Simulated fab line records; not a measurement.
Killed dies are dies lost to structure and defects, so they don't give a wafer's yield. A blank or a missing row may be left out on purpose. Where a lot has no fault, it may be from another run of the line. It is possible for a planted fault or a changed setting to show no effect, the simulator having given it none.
2 desks, one fault / flow ritCmos / only its own numbers are on each desk; what lay behind them is given at the end

== THE TOOL OWNER'S DESK: implanter-04 ==
The tool's own readings at RIT_NLDD_IMPLANT_08, given as means over the sampled wafers that have a number, one for each lot that went through this tool. The brackets show how far a lot's mean lies from the usual mean; more than 4 standard deviations puts the lot out of limits, marked OUT.
Columns: A = beamOnS at RIT_NLDD_IMPLANT_08, usual 9.98 s; B = doseIonsCm2 at RIT_NLDD_IMPLANT_08, usual 4.999e+14; C = endStationPressureTorr at RIT_NLDD_IMPLANT_08, usual 6.3e-06 Torr; D = faradayCurrentUA at RIT_NLDD_IMPLANT_08, usual 1576
lot=L609; first seen here=day 3 09:14; A=9.91; B=4.994e+14; C=6.1e-06; D=1585
lot=L610; first seen here=day 3 22:19; A=9.86; B=5.003e+14; C=6.3e-06; D=1591
lot=L612; first seen here=day 3 23:50; A=9.82; B=4.998e+14; C=6.2e-06; D=1604
lot=L613; first seen here=day 4 04:56; A=10.21; B=4.997e+14; C=6.2e-06; D=1540
lot=L614; first seen here=day 4 10:56; A=10.09; B=1.998e+14 (-99 or more) OUT; C=5.8e-06; D=624 (-31) OUT
lot=L619; first seen here=day 5 11:01; A=10.01; B=1.999e+14 (-99 or more) OUT; C=5.5e-06; D=631 (-30) OUT
This desk finds L614, L619 out of limits, L614 being first, at day 4 10:56 (doseIonsCm2 at RIT_NLDD_IMPLANT_08). L609, L610, L612, L613: within limits.

== METROLOGY DESK ==
What the gauges read for every lot (on any tool): the sampled wafers with a number, averaged. The brackets show how far a lot's mean lies from the usual mean; more than 4 standard deviations puts the lot out of limits, marked OUT.
Columns: A = NLDD_TW at RIT_NLDD_TW_MEAS_10, usual 2488; B = NLDD_RS at RIT_SDANNEAL_RS_MEAS_07, usual 151.7 ohm/sq
lot=L606; first seen here=day 2 20:40; A=2479; B=152.1
lot=L607; first seen here=day 3 03:26; A=2498; B=152.3
lot=L608; first seen here=day 3 09:32; A=2497; B=152.3
lot=L609; first seen here=day 3 09:34; A=2497; B=151.3
lot=L610; first seen here=day 3 22:38; A=2504; B=151.0
lot=L611; first seen here=day 3 22:41; A=2499; B=151.6
lot=L612; first seen here=day 4 00:09; A=2493; B=152.6
lot=L613; first seen here=day 4 05:16; A=2471; B=151.8
lot=L614; first seen here=day 4 11:15; A=1933 (-50) OUT; B=302.6 (+99 or more) OUT
lot=L618; first seen here=day 5 08:07; A=2476; B=151.6
lot=L619; first seen here=day 5 11:20; A=1916 (-52) OUT; B=305.6 (+99 or more) OUT
lot=L624; first seen here=day 6 11:07; A=2481; B=151.8
lot=L628; first seen here=day 7 09:22; A=2492; B=151.3
lot=L629; first seen here=day 7 14:07; A=2477; B=151.7
This desk finds L614, L619 out of limits, with the earliest case on L614 at day 4 11:15 (NLDD_TW at RIT_NLDD_TW_MEAS_10). L606, L607, L608, L609, L610, L611, L612, L613, L618, L624, L628, L629: within limits.

== ALL TOGETHER ==
An alarm could have come from the tool owner's desk at day 4 10:56, on L614, L619.
L614, L619 would have let the metrology desk raise an alarm at day 4 11:15.
Of the lots named, all ran RIT_NLDD_IMPLANT_08 on implanter-04.

== WHAT THE SIMULATOR HAD INSERTED ==
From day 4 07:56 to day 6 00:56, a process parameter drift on implanter-04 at RIT_NLDD_IMPLANT_08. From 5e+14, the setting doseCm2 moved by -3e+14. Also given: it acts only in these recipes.
Struck lots among those shown: L614, L619.
Hours from the fault's start to each desk's first reading out of limits: the tool owner's desk, 3; the metrology desk, 3.
